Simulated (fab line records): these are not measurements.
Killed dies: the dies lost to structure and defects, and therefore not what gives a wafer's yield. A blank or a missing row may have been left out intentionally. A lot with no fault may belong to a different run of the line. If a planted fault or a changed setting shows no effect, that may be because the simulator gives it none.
fab line records | flow rit_cmos
[record] lots = 13 wafers = 39 last_day = 7
route steps=202 shown NLDD@106 M1@202
lots with no fault: from the same line, run without faults
start_h: hours from the record's opening day to when the first of the lot's shown wafers began | wait_h: hours since the lot's step before | " unchanged from the row above | L1.1+2: one row covering several wafers at once | - either no value or no given start | * or withheld: withheld | < > ~ a bound
route shown NAME@n: names a module that has steps shown in the file, with the first one's number in the route | usual: mean/standard deviation taken from wafers without a fault | same: alike in all rows | chamber/n: place in a boat | sites: each site's reading | _std_site: the standard deviation of these | _edge_site: the outer-site mean with the inner-site mean subtracted | radius_mm: how far each site lies from the wafer's centre | mask NAME#n: copy n | behind: the tool/chamber that last shaped the wafer | hold: why the lot went on hold/how many hours it stayed there/how the hold came to an end | device: names the non-switching transistor (n, p or np) | end of line: the same wafers' tests at the end of the route | a step given without rows: its recipe and nothing more | killed: at the first sort, the dies lost to defects and structure; wafer yield is something else | map: dies across one wafer; x = killed, . = not, _ = none there
set.NAME: the run value of the setting; set.NAME@STEP: its run value at that earlier step | model.NAME: the simulator's own value behind a step, which no gauge read
the route's steps for a sample of lots (tables are steps, rows are wafers)
services: when a tool's chamber went out of use (start_h, in hours from the record's first day, below 0 if earlier), for how many hours, and the reason
[[steps]]
[step RIT_NLDD_EXPOSE_03]
[recipe] mask_id = M7 na = 0.57 target_cd_nm = 40700 dose_mj = 250
[usual] focus_offset_nm = 0.1/0.54
// columns lot.wafer tool chamber start_h wait_h mask focus_offset_nm
L976.1 iline_stepper-02 0 56.11 0.2 M7#0 0.6
L976.2 " 0 " " M7#0 0.5
L976.4 " 0 " " M7#0 0.8
L977.3 iline_stepper-02 0 57.88 0.1 M7#0 0.1
L977.4 " 0 " " M7#0 0.6
L977.5 " 0 " " M7#0 -0.3
L978.1 iline_stepper-02 0 65.11 0.1 M7#0 0.1
L978.3 " 0 " " M7#0 -0.5
L978.6 " 0 " " M7#0 0.5
L979.4 iline_stepper-01 0 66.77 0.2 M7#0 0.6
L979.5 " 0 " " M7#0 0.2
L979.6 " 0 " " M7#0 0.1
L980.1 iline_stepper-02 0 71.53 0.2 M7#0 -1.0
L980.4 " 0 " " M7#0 -0.7
L980.5 " 0 " " M7#0 -0.1
L982.1 iline_stepper-02 0 81.97 0.1 M7_R1#0 -1.2
L982.4 " 0 " " M7_R1#0 -1.0
L982.5 " 0 " " M7_R1#0 0.1
L990.2 iline_stepper-02 0 120.99 0.2 M7#0 -0.2
L990.5 " 0 " " M7#0 0.8
L990.6 " 0 " " M7#0 -0.7
L992.1 iline_stepper-02 0 130.91 0.3 M7#0 -0.5
L992.3 " 0 " " M7#0 -1.0
L992.5 " 0 " " M7#0 -0.6
L993.2 iline_stepper-01 0 136.17 0.2 M7#0 -0.5
L993.3 " 0 " " M7#0 -0.2
L993.4 " 0 " " M7#0 -0.2
L994.1 iline_stepper-02 0 141.60 0.3 M7#0 -0.2
L994.2 " 0 " " M7#0 -0.1
L994.5 " 0 " " M7#0 0.1
L995.1 iline_stepper-01 0 146.14 0.2 M7#0 -0.1
L995.4 " 0 " " M7#0 0.8
L995.6 " 0 " " M7#0 0.4
L996.2 iline_stepper-01 0 151.93 0.1 M7#0 0.1
L996.3 " 0 " " M7#0 1.0
L996.6 " 0 " " M7#0 0.8
L997.1 iline_stepper-01 0 155.12 0.1 M7#0 -1.0
L997.2 " 0 " " M7#0 -0.6
L997.5 " 0 " " M7#0 0.1
[step RIT_M1_PROBE_99]
[usual] killed_at_M0_to_M3 = 0.0/0.083 killed_at_contacts = 0.1/0.24 killed_at_front_end = 7.1/2.8 killed_dies = 7.2/2.8 killed_on_rim = 1.8/1.4 killed_open = 3.6/2.1 killed_short = 3.6/1.9
[same] gross_dies = 264 killed_at_M4_up = 0 killed_at_back_side = 0 killed_at_other = 0
// columns lot.wafer tool chamber start_h wait_h killed_at_M0_to_M3 killed_at_contacts killed_at_front_end killed_dies killed_on_rim killed_open killed_short
L982.1 prober-01 - 97.79 0.1 0 0 12 12 3 6 6
L982.4 prober-01 - 97.94 0.2 0 0 6 6 2 4 2
L982.5 prober-01 - 97.99 0.2 0 0 13 13 4 7 6
L990.2 prober-02 - 138.07 0.1 0 0 7 7 0 3 4
L990.5 prober-02 - 138.22 0.2 0 0 5 5 2 2 3
L990.6 prober-02 - 138.27 0.2 0 0 12 12 5 7 5
L993.2 prober-01 - 153.07 0.1 0 0 5 5 2 3 2
L993.3 prober-01 - 153.12 0.2 0 0 9 9 5 4 5
L993.4 prober-01 - 153.17 0.2 0 0 7 7 3 2 5
L994.1 prober-02 - 157.55 0.1 0 0 9 9 3 2 7
L994.2 prober-02 - 157.60 0.1 0 0 7 7 0 2 5
L994.5 prober-02 - 157.75 0.2 0 0 5 5 2 1 4
// killed by level:class
L982.1 GATE:geometric_particle:open=3 FOX2:geometric_particle:open=2 SPACER:geometric_particle:short=2 FOX1:geometric_particle:short=1 FOX2:geometric_particle:short=1 GATE:geometric_particle:short=1 REOX:geometric_particle:short=1 SPACER:geometric_particle:open=1
L982.4 SILICIDE:geometric_particle:open=2 GATE:geometric_particle:short=1 REOX:geometric_particle:open=1 REOX:geometric_particle:short=1 SPACER:geometric_particle:open=1
L982.5 GATE:geometric_particle:open=3 FOX1:geometric_particle:short=2 SPACER:geometric_particle:short=2 FOX1:geometric_particle:open=1 FOX2:geometric_particle:open=1 GATE:geometric_particle:short=1 REOX:geometric_particle:short=1 SPACER:geometric_particle:open=1
L990.2 SPACER:geometric_particle:open=2 SILICIDE:geometric_particle:short=2 FOX2:geometric_particle:short=1 GATE:geometric_particle:open=1 SPACER:geometric_particle:short=1
L990.5 GATE:geometric_particle:open=1 GATE:geometric_particle:short=1 REOX:geometric_particle:short=1 REOX:geometric_particle:open=1 SILICIDE:geometric_particle:short=1
L990.6 GATE:geometric_particle:open=3 SPACER:geometric_particle:short=3 SPACER:geometric_particle:open=3 GATE:geometric_particle:short=1 SILICIDE:geometric_particle:short=1 SILICIDE:geometric_particle:open=1
L993.2 REOX:geometric_particle:open=3 FOX1:geometric_particle:short=2
L993.3 FOX1:geometric_particle:open=2 FOX2:geometric_particle:short=2 SILICIDE:geometric_particle:short=2 GATE:geometric_particle:open=1 REOX:geometric_particle:open=1 SPACER:geometric_particle:short=1
L993.4 FOX1:geometric_particle:short=2 GATE:geometric_particle:short=2 FOX1:geometric_particle:open=1 SPACER:geometric_particle:short=1 SPACER:geometric_particle:open=1
L994.1 FOX2:geometric_particle:short=3 GATE:geometric_particle:short=3 FOX1:geometric_particle:open=1 FOX2:geometric_particle:open=1 SPACER:geometric_particle:short=1
L994.2 GATE:geometric_particle:short=4 FOX2:geometric_particle:short=1 GATE:geometric_particle:open=1 SPACER:geometric_particle:open=1
L994.5 FOX2:geometric_particle:short=2 FOX1:geometric_particle:open=1 FOX1:geometric_particle:short=1 SPACER:geometric_particle:short=1
[[services]]
// columns tool chamber start_h hours kind
iline_stepper-02 - 39.99 1.7 pm
iline_stepper-01 - 57.26 2.1 pm
iline_stepper-01 - 59.34 - consumable_replace:lamp
[[key]]
[first_sign] step = RIT_NLDD_EXPOSE_03 reading = mask direction = changed
effect none on later readings
met_at RIT_NLDD_EXPOSE_03
struck_lots L982
tester_left_out L982
onset_between 71.53 81.97
[fault] kind = wrong_mask tool = any chamber = - onset_h = 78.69 steps = RIT_NLDD_EXPOSE_03 aux_copy = M7_R1#0 cd_offset_nm = -220 scope = struck_lots_only
// tester_left_out: of these lots the tester's yield and bins aren't shown, on N5 and GAA mostly nor the transistor test; their killed dies are dies lost to structure and defects alone, not to doping, threshold or leakage, so they don't give the yield
